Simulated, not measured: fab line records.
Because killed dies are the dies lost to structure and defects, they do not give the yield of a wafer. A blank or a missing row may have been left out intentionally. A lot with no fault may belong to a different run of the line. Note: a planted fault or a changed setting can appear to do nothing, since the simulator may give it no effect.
One fault seen from 2 desks | flow berkeley-cmos170 | every desk sees just its own numbers, and what lay behind them comes last

== AT THE METROLOGY DESK ==
What the gauges read for every lot (on any tool): the sampled wafers with a number, averaged. Any lot whose mean is over 4 standard deviations away from the usual mean is out of limits and marked OUT; that distance is given in the brackets.
Columns: A = cd-nm at UCB170_V2_CD_MEAS_12, usual 700.6 nm; B = cd-nm at UCB170_M3_CD_MEAS_15, usual 699.9 nm; C = cd-nm at UCB170_M3_CD_MEAS_90, usual 700 nm; D = M3_BOW at UCB170_M3_BOW_MEAS_20, usual 35 um
lot  | first seen here | A     | B     | C              | D
L458 | day 8 00:25     | 700.1 | 701.6 | 698            | 37
L459 | day 8 03:47     | 699.2 | 700.1 | 695            | 36
L463 | day 9 09:07     | 701.3 | 700.4 | 705            | 41
L465 | day 10 05:16    | 699.6 | 699.9 | 705            | 38
L466 | day 10 05:49    | 701.4 | 700.9 | 696            | 34
L464 | day 10 06:05    | 700.4 | 699.3 | 698            | 35
L467 | day 10 06:22    | 700.5 | 699.3 | 694            | 34
L468 | day 10 06:55    | 699.1 | 698.9 | 702            | 42
L469 | day 10 17:26    | 700.6 | 698.1 | 701            | 25
L472 | day 11 14:14    | 699.5 | 702.0 | 683 (-5.3) OUT | 30
L471 | day 11 15:30    | 702.4 | 697.8 | 697            | 35
L476 | day 11 17:25    | 702.9 | 701.1 | 701            | 37
L475 | day 11 18:26    | 700.6 | 697.8 | 680 (-6.2) OUT | 32
L481 | day 12 23:12    | 699.2 | 699.4 | 700            | 34
This desk's finding: out of limits on L472, L475; first on L472, day 11 17:36 (cd-nm at UCB170_M3_CD_MEAS_90). Within limits: L458, L459, L463, L465, L466, L464, L467, L468, L469, L471, L476, L481.

== AT THE TOOL OWNER'S DESK: rie-metal-04 ==
The tool's own readings at UCB170_M3_METAL_ETCH_18 (etches Al in Cl2/BCl3, stops on SiO2, target depth 1170 nm, time 195 s): means of the sampled wafers that have a number, for each lot that ran on this tool. Any lot whose mean is over 4 standard deviations away from the usual mean is out of limits and marked OUT; that distance is given in the brackets.
Columns: A = drypump-motor-current-A at UCB170_M3_METAL_ETCH_18, usual 5.8 A; B = oes-product-au at UCB170_M3_METAL_ETCH_18, usual 0.864 a.u.; C = throttle-valve-pct at UCB170_M3_METAL_ETCH_18, usual 24.43 %
lot  | first seen here | A   | B     | C
L463 | day 9 11:55     | 5.6 | 0.874 | 24.08
L465 | day 10 09:17    | 6.0 | 0.868 | 24.03
L468 | day 10 11:40    | 5.3 | 0.868 | 24.15
L469 | day 10 20:50    | 5.3 | 0.865 | 24.14
L472 | day 11 17:18    | 5.3 | 0.870 | 24.16
L475 | day 11 21:47    | 5.6 | 0.869 | 24.09
This desk found nothing out of limits on any of the 6 lots.

== TAKEN TOGETHER ==
An alarm was possible from the metrology desk at day 11 17:36, on L472, L475.
Nothing out of limits was seen by the tool owner's desk.
Tool owner's desk: L472, L475 on record, inside its limits.
On rie-metal-04, each named lot ran UCB170_M3_METAL_ETCH_18.

== WHAT WAS PUT IN BY THE SIMULATOR ==
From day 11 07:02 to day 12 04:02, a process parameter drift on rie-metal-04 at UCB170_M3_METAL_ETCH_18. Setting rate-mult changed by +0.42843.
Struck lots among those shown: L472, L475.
Hours from the fault's start to each desk's first reading out of limits: the metrology desk, 11.
